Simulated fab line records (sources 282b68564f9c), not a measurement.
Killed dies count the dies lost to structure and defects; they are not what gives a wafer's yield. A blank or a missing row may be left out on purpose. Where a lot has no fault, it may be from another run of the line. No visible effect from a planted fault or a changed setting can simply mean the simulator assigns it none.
Split-lot trial + flow rit_cmos + 23 wafers read across 5 lots, on a route 202 steps long

ABOUT THE SPLIT
At RIT_PWELL_IMPLANT_08, the setting dose_cm2 was moved away from the recipe's 7e+13 on 8 of the 23 wafers read, by -6.3% to -4.7%. The other wafers ran this setting at the recipe's value.

FROM THE SPLIT TO THE READING: what the file shows between them, 3 steps
- RIT_PWELL_STRIP_09: strips in O2, time 180 s
- RIT_WELLDRIVE_ANNEAL_00: time 14700 s
- RIT_WELLDRIVE_RS_MEAS_01: measures by four-point-probe

THE READING
At RIT_WELLDRIVE_RS_MEAS_02, a four-point-probe measurement gives PWELL_RS in ohm/sq. On this fab line, fault-free wafers typically give 428.9 ohm/sq with a standard deviation of 2 ohm/sq.

| wafer  | tool, chamber at the split | dose_cm2 as run | against the recipe | PWELL_RS, ohm/sq | against lot-mates on the recipe |
|--------|----------------------------|-----------------|--------------------|------------------|---------------------------------|
| L074.1 | implanter-02, 0            | 7e+13           | recipe             | 430.8            | -                               |
| L074.3 | implanter-02, 0            | 6.561e+13       | -6.3%              | 448.3            | +17.4                           |
| L074.4 | implanter-02, 0            | 6.561e+13       | -6.3%              | 447.4            | +16.5                           |
| L074.5 | implanter-02, 0            | 7e+13           | recipe             | 430.9            | -                               |
| L074.6 | implanter-02, 0            | 6.561e+13       | -6.3%              | 448.6            | +17.8                           |
| L075.1 | implanter-02, 0            | 6.67e+13        | -4.7%              | 439.5            | +11.4                           |
| L075.2 | implanter-02, 0            | 6.67e+13        | -4.7%              | 441.8            | +13.7                           |
| L075.3 | implanter-02, 0            | 7e+13           | recipe             | 427.8            | -                               |
| L075.4 | implanter-02, 0            | 7e+13           | recipe             | 428.4            | -                               |
| L075.6 | implanter-02, 0            | 6.67e+13        | -4.7%              | 442.3            | +14.2                           |
| L077.1 | implanter-04, 0            | 7e+13           | recipe             | 433.3            | -                               |
| L077.2 | implanter-04, 0            | 7e+13           | recipe             | 433.8            | -                               |
| L077.3 | implanter-04, 0            | 7e+13           | recipe             | 433.7            | -                               |
| L077.4 | implanter-04, 0            | 7e+13           | recipe             | 434.6            | -                               |
| L077.5 | implanter-04, 0            | 7e+13           | recipe             | 431.9            | -                               |
| L080.1 | implanter-01, 0            | 7e+13           | recipe             | 428.4            | -                               |
| L080.4 | implanter-01, 0            | 7e+13           | recipe             | 428.6            | -                               |
| L080.6 | implanter-01, 0            | 7e+13           | recipe             | 429.1            | -                               |
| L082.1 | implanter-02, 0            | 6.647e+13       | -5.0%              | 442.5            | +14.5                           |
| L082.2 | implanter-02, 0            | 7e+13           | recipe             | 427.3            | -                               |
| L082.3 | implanter-02, 0            | 7e+13           | recipe             | 428.3            | -                               |
| L082.4 | implanter-02, 0            | 6.647e+13       | -5.0%              | 443.3            | +15.3                           |
| L082.5 | implanter-02, 0            | 7e+13           | recipe             | 428.3            | -                               |

THE FIT
A straight line over all 23 wafers: PWELL_RS changes by -2.62 ohm/sq for each +1% of dose_cm2; r = -0.95; the points scatter about the line by 2.3 ohm/sq.
The same after taking each lot's own level away (the mean of its wafers on the recipe; 23 wafers): -2.8 ohm/sq for each +1%; r = -1.00; scatter 0.76 ohm/sq.
According to that fit, moving dose_cm2 by its largest amount changes the reading by 18 ohm/sq.
From 427.97 to 433.46 ohm/sq: that is the span of the lots' own levels, equal to 2.7 times the standard deviation above.
So the lot-to-lot level changes the slope little: the two slopes agree.
Check: for one of the wafers moved furthest among these (-6.3%), held out of the fit, the line's prediction against its lot-mates is +17.6 ohm/sq. Against them it came out at +17.4 ohm/sq.

OTHER SPLITS APPLIED TO THESE WAFERS
Note: prior to the reading, these wafers also went through further splits. Each is held against what the fit with the lots' levels taken away leaves over:
| other split on the same wafers | wafers away from the commonest value | r with PWELL_RS (lot level and that fit taken away) |
|--------------------------------|--------------------------------------|-----------------------------------------------------|
| RIT_ACTIVE_EXPOSE_08 dose_mj   | 9                                    | -0.05                                               |
| RIT_NWELL_IMPLANT_08 dose_cm2  | 8                                    | +0.12                                               |
| RIT_PWELL_SOFTBAKE_02 temp_c   | 8                                    | -0.15                                               |

THE FILE'S OWN FIT
PWELL_RS changes by -2.82 ohm/sq for each +1% of dose_cm2, r = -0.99.
